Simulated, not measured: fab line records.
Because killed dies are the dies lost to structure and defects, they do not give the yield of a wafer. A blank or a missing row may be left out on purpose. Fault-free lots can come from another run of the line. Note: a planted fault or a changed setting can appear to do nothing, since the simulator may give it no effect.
What tool caused it? + flow ritCmos + 14 lots with 42 wafers sampled at 3 steps, on a route of 202 steps

## WHAT THE GAUGES READ, wafer by wafer
RIT_FOX2_THK_MEAS_90.
| lot  | measured    | on           | FIELD_OXIDE_LEFT_1_THK (nm) |
|------|-------------|--------------|-----------------------------|
| L796 | day 2 01:39 | filmMetro-01 | 326 323 328                 |
| L797 | day 2 07:32 | filmMetro-03 | 326 326 326                 |
| L798 | day 2 11:39 | filmMetro-04 | 335 329 335                 |
| L799 | day 2 16:56 | filmMetro-03 | 324 318 320                 |
| L800 | day 2 21:20 | filmMetro-01 | 322 326 328                 |
| L801 | day 3 03:38 | filmMetro-03 | 317 315 322                 |
| L802 | day 3 11:41 | filmMetro-01 | 328 326 327                 |
| L804 | day 3 17:56 | filmMetro-03 | 329 323 320                 |
| L805 | day 3 23:13 | filmMetro-03 | 320 320 316                 |
| L806 | day 4 04:53 | filmMetro-03 | 308 317 313                 |
| L807 | day 4 09:29 | filmMetro-04 | 316 312 323                 |
| L811 | day 5 06:08 | filmMetro-04 | 303 308 309                 |
| L812 | day 5 09:47 | filmMetro-04 | 306 300 307                 |
| L816 | day 6 06:20 | filmMetro-01 | 321 323 327                 |

RIT_FOX2_THK_MEAS_91.
| lot  | measured    | on           | FIELD_OXIDE_LEFT_2_THK (nm) |
|------|-------------|--------------|-----------------------------|
| L796 | day 2 15:21 | filmMetro-04 | 258 255 260                 |
| L797 | day 2 19:54 | filmMetro-01 | 258 258 258                 |
| L798 | day 3 01:11 | filmMetro-03 | 266 261 267                 |
| L799 | day 3 06:08 | filmMetro-03 | 256 250 251                 |
| L800 | day 3 09:50 | filmMetro-01 | 255 258 260                 |
| L801 | day 3 17:19 | filmMetro-03 | 249 246 253                 |
| L802 | day 4 00:13 | filmMetro-01 | 261 258 260                 |
| L804 | day 4 06:28 | filmMetro-01 | 261 255 252                 |
| L805 | day 4 12:53 | filmMetro-03 | 251 251 247                 |
| L806 | day 4 17:33 | filmMetro-03 | 240 249 245                 |
| L807 | day 4 22:50 | filmMetro-03 | 247 243 254                 |
| L811 | day 5 19:26 | filmMetro-03 | 235 240 241                 |
| L812 | day 5 22:40 | filmMetro-01 | 238 232 239                 |
| L816 | day 6 19:13 | filmMetro-01 | 253 254 259                 |

## TOOL THAT RAN EACH LOT (tool first, then ch and the chambers of the sampled wafers, then the start)
| lot  | RIT_FOX2_CLEAN_02             |
|------|-------------------------------|
| L796 | wetBench-04 ch 1, day 2 00:46 |
| L797 | wetBench-04 ch 2, day 2 06:42 |
| L798 | wetBench-04 ch 2, day 2 10:49 |
| L799 | wetBench-03 ch 1, day 2 16:06 |
| L800 | wetBench-03 ch 0, day 2 20:31 |
| L801 | wetBench-04 ch 1, day 3 02:48 |
| L802 | wetBench-03 ch 1, day 3 10:49 |
| L804 | wetBench-03 ch 0, day 3 17:07 |
| L805 | wetBench-02 ch 0, day 3 22:23 |
| L806 | wetBench-02 ch 3, day 4 04:04 |
| L807 | wetBench-02 ch 3, day 4 08:39 |
| L811 | wetBench-04 ch 1, day 5 05:19 |
| L812 | wetBench-04 ch 2, day 5 08:58 |
| L816 | wetBench-02 ch 0, day 6 05:29 |
- RIT_FOX2_CLEAN_02: cleans in dHF, time 180 s.

## WHAT THE TOOLS THEMSELVES READ (means of the sampled wafers that have a number; where no wafer has one, the mark that the record gives instead)
RIT_FOX2_CLEAN_02.
| lot  | tool        | runLengthS (s) |
|------|-------------|----------------|
| L796 | wetBench-04 | 203.8          |
| L797 | wetBench-04 | 205.5          |
| L798 | wetBench-04 | 205.6          |
| L799 | wetBench-03 | 206.5          |
| L800 | wetBench-03 | 203.4          |
| L801 | wetBench-04 | 210.6          |
| L802 | wetBench-03 | 206.0          |
| L804 | wetBench-03 | 203.7          |
| L805 | wetBench-02 | 207.9          |
| L806 | wetBench-02 | 208.1          |
| L807 | wetBench-02 | 207.1          |
| L811 | wetBench-04 | 383.1          |
| L812 | wetBench-04 | 386.6          |
| L816 | wetBench-02 | 205.5          |

## THE ANSWER, worked out from the rows above alone
Rule: the usual values come from the lots themselves. The widest of any qualifying gaps counts: lots, ordered by their means at a reading, are off when they make up no more than a third of the lots, leave a main group of 4 or more, and stand apart from it by 3 or more times the standard deviation of that group's means. A main group is skipped when, at the precision printed for the reading in the tables above, its means are all equal. Also off: a lot with no number at a reading for which 4 or more lots have one. Any other lot the step has rows for is counted as sound. Order of review: gauges by route order, followed by the tools' own readings, for which a lot's mean as printed above is used. The first step at which some lot is off is used, and at that step the reading that is off furthest; a lot without a number counts as furthest.
Off at RIT_FOX2_CLEAN_02 (runLengthS): L811, L812. For the main group the mean is 206.1 s and the standard deviation 2.
A tool fits if, at that step or a process step before it, it ran every lot that is off, and no sound lot after the first of them. One fits: wetBench-04 at RIT_FOX2_CLEAN_02. Its last sound lot is L801 (day 3 02:48), its first lot that is off L811 (day 5 05:19): a fault that began between those two fits.
On the lots that are off, the tool's own readings at RIT_FOX2_CLEAN_02 differ by more than 5 times the standard deviation of the sound lots' means, which bears it out; runLengthS reads 384.9 s there versus 206.1 s on the sound lots.

## WHAT THE SIMULATOR HAD PUT IN
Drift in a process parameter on wetBench-04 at RIT_FOX2_CLEAN_02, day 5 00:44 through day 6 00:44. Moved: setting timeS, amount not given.
Shown lots that were struck: L811, L812. Same finding as the rule above.
